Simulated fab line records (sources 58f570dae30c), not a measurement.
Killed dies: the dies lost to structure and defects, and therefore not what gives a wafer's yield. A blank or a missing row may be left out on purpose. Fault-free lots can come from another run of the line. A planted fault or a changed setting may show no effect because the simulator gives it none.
Matching of chambers ; flow berkeley cmos170 ; UCB170_V1_CMP_02 on cmp-01 has 4 sister chambers
The step polishes SiO2. 4 wafers are shown with their chamber, then 8 later ones without.

## WAFERS PAIRED WITH THEIR CHAMBERS
wafer;chamber;motor current A (A)
L492.4;2;17.2
L498.5;0;16.8
L498.6;1;15.4
L503.3;3;17.2

## WAFERS MISSING THEIR CHAMBER
wafer;motor current A (A)
L503.4;15.4
L503.5;16.4
L502.4;17.0
L502.5;17.2
L502.6;17.1
L505.1;16.3
L505.5;16.0
L505.6;17.2

## THE CHAMBER EACH PASSED THROUGH
wafer;from the rows above;in truth
L503.4;1;1
L503.5;can't be placed: 0 or 2 or 3 or 1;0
L502.4;can't be placed: 0 or 2 or 3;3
L502.5;can't be placed: 2 or 3 or 0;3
L502.6;can't be placed: 2 or 3 or 0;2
L505.1;can't be placed: 0 or 2 or 3 or 1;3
L505.5;can't be placed: 1 or 0 or 2 or 3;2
L505.6;can't be placed: 2 or 3 or 0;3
Correct placement for 1 of the 8. Unplaceable from these rows: 7, with the true chamber sitting among the candidates in 7. Placed wrongly: 0.
How it was worked out, from the rows above alone: a wafer's distance from a chamber is the root of the sum, over the readings, of the square of ((its reading less the chamber's mean) divided by the reading's scatter). If the next closest chamber is less than 2 further off than the closest, the wafer can't be placed; otherwise it belongs to the closest. For every chamber, the mean is computed from those of its wafers that are shown. The scatter (one wafer shown for each chamber): square how far every hidden wafer sits from the nearest shown wafer, average those squares and take the square root.
